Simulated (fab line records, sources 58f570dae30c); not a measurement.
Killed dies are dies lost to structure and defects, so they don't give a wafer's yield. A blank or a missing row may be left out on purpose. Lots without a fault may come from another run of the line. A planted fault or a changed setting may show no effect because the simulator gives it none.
Problem report in the 8D (eight disciplines) form, filled by code | flow berkeley_cmos170 | the parts of the form that need people (team, actions taken, sign-off) are left out

1. THE PROBLEM
oes_product_au at UCB170_M1_METAL_ETCH_12 reads a mean of 0.901 a.u. on 3 wafers of 2 lots; wafers without a fault read 0.846 a.u. with a standard deviation of 0.012. That is +4.6 standard deviations from the usual mean.
The step: etches Al in Cl2/BCl3, stops on PSG, target depth 780 nm, time 130 s.
First seen on wafer L207.2, day 11 20:52, on rie_metal-04. The record holds 18 wafers of 6 lots with a number at this step. Rule for "out", or "out of limits": more than 4 standard deviations from the usual mean. The other wafers with a number count as sound.

2. WHAT IT IS AND WHAT IT IS NOT
question                    | is                     | is not
which readings at this step | oes_product_au         | chamber_pressure_mTorr, drypump_motor_current_A, throttle_valve_pct
which lots                  | L207, L210             | L190, L201, L202, L212
which wafers of those lots  | L207.2, L210.4, L210.6 | L207.1, L207.6, L210.3
read on which tools         | rie_metal-04           | rie_metal-03
when                        | from day 11 20:52      | up to then (11 sound wafers); but 4 sound wafers of L210, L212 came after

3. SUSPECTS, AND WHAT RULES EACH OUT
Counting: a tool at a process step up to the reading stays a suspect if it ran every lot that is out. Sound lots after the first of them don't rule it out here, since some wafers of a struck lot are sound.
- rie_metal-04 at UCB170_M1_METAL_ETCH_12 (etches Al in Cl2/BCl3, stops on PSG, target depth 780 nm, time 130 s): kept. It ran every lot that is out, first L207 (day 11 20:52); its last sound lot up to then is L201 (day 10 10:17). Its own readings are out on those wafers: oes_product_au.
- Within rie_metal-04 at UCB170_M1_METAL_ETCH_12: the wafers that are out ran in chamber 1; their sound lot-mates ran in chamber 0.
Left after counting: rie_metal-04 at UCB170_M1_METAL_ETCH_12.

4. THE CAUSE (what the simulator had put in)
Process parameter drift: rie_metal-04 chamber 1, from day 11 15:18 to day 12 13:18, at UCB170_M1_METAL_ETCH_12. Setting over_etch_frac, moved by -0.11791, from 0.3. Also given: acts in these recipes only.
Counting left only this tool.

5. THE CHAIN OF EFFECTS, in route order
Each row: a reading whose mean over the struck wafers that have a number lies more than 3 standard deviations from the usual. Only readings for which the record gives a usual standard deviation are gone through. hours: the time from each lot's start at the first step in this table that gives one to its start at this step, as a median over the lots. sigmas: the change in usual standard deviations.
hours | step                    | reading        | usual      | on struck wafers | change | sigmas
0     | UCB170_M1_METAL_ETCH_12 | oes_product_au | 0.846 a.u. | 0.901            | +0.055 | +4.6
The process steps in it:
- UCB170_M1_METAL_ETCH_12: etches Al in Cl2/BCl3, stops on PSG, target depth 780 nm, time 130 s.

6. WHAT WOULD HAVE CAUGHT IT SOONER
In this record the first reading out of limits was taken at day 11 20:52, 6 hours after the fault began at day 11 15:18.
